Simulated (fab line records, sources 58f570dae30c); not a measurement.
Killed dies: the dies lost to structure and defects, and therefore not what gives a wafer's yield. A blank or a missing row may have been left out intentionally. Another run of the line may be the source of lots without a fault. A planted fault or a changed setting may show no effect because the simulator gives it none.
A lot that was struck, set against a sound lot    flow berkeleyCmos170    15 steps out of a route of 331
Sound: these wafers, L435.2, L435.4, L435.5. Struck: wafer L447.3 (L447.5, L447.6, from the same lot, were not struck and are left out); the cause is given at the end.
Per side, at each step with rows, come the tool, then ch with its chambers, and then its first start. Under that, the readings that differ: sound wafers    struck wafers    difference of the means    sigmas: that difference in standard deviations of wafers without a fault.
alike: words and numbers the same on both sides, and readings whose means are apart by under 2 such deviations; not compared: readings that were withheld, readings missing a value for some wafer, numbers with overlapping values and no deviation given by the record, and bounds like >300 which may hide the same value.
Wherever a step has rows on one side only, a row that says differs or no value, or a row with sigmas, the two part there. Numbers that don't overlap but have no deviation are shown without sigmas and don't part them. Lack of a reading on every wafer of one side parts them only where that side has two or more wafers.

UCB170_ACTIVE_THK_MEAS_03:
  sound on filmMetro-01 at day 4 09:08; struck on filmMetro-03 at day 7 05:20
  alike: ACTIVE_OXIDE_THK
then, 2 steps without rows for these wafers: UCB170_ACTIVE_ANNEAL_04 (time 900 s); UCB170_ACTIVE_CVD_05 (deposits Si3N4 from SiH2Cl2/NH3, target thk 220 nm, time 3300 s).
UCB170_ACTIVE_THK_MEAS_06:
  sound on filmMetro-02 at day 4 16:45; struck on filmMetro-01 at day 7 16:52
  alike: ACTIVE_NITRIDE_THK
then, 6 steps without rows for these wafers: UCB170_ACTIVE_HMDS_07 (prime time 60 s); UCB170_ACTIVE_COAT_08 (resist thk 900 nm); UCB170_ACTIVE_SOFTBAKE_09 (time 60 s); UCB170_ACTIVE_EXPOSE_10 (exposes mask ACTIVE, target cd 1200 nm); UCB170_ACTIVE_PEB_11; UCB170_ACTIVE_DEVELOP_12 (develop time 45 s).
UCB170_ACTIVE_CD_MEAS_13: target cd 1200 nm.
  sound on cdSem-02 at day 4 17:52; struck on cdSem-02 at day 7 17:59
  alike: cdNm
UCB170_ACTIVE_OVL_MEAS_14:
  sound on overlay-02 at day 4 17:59; struck on overlay-01 at day 7 18:05
  alike: ACTIVE_OVL
UCB170_ACTIVE_ETCH_15: etches Si3N4 in CH3F/Ar/O2, stops on SiO2, target depth 242 nm, time 151 s.
  sound on rieDiel-04 ch 2,3, day 4 18:01; struck on rieDiel-04 ch 3, day 7 18:06
reading                                 sound            struck  difference  sigmas
model.KrF_of_ACTIVE_COAT_08.thkNm (nm)  722.3 720 723.4  739.5   +17.6       
  alike: drypumpMotorCurrentA, oesProductAu, throttleValvePct
  not compared: rfHoursCounterH
UCB170_ACTIVE_STRIP_16: strips in O2.
  sound on plasmaAsher-01 ch 0,1, day 4 18:07; struck on plasmaAsher-01 ch 0, day 7 18:14
reading                   sound              struck  difference  sigmas
stripTimeToEndpointS (s)  18.03 17.98 18.06  18.44   +0.42       +5
  alike: drypumpMotorCurrentA, oesProductAu
  not compared: rfHoursCounterH
UCB170_ACTIVE_CD_MEAS_90: target cd 1200 nm.
  sound on cdSem-01 at day 4 18:14; struck on cdSem-01 at day 7 18:20
  alike: cdNm

WHERE THEY PART
At UCB170_ACTIVE_STRIP_16 and nowhere else, as far as this record goes. Later steps at which nothing parts them and some readings are alike: UCB170_ACTIVE_CD_MEAS_90.

WHY: what the simulator had put in
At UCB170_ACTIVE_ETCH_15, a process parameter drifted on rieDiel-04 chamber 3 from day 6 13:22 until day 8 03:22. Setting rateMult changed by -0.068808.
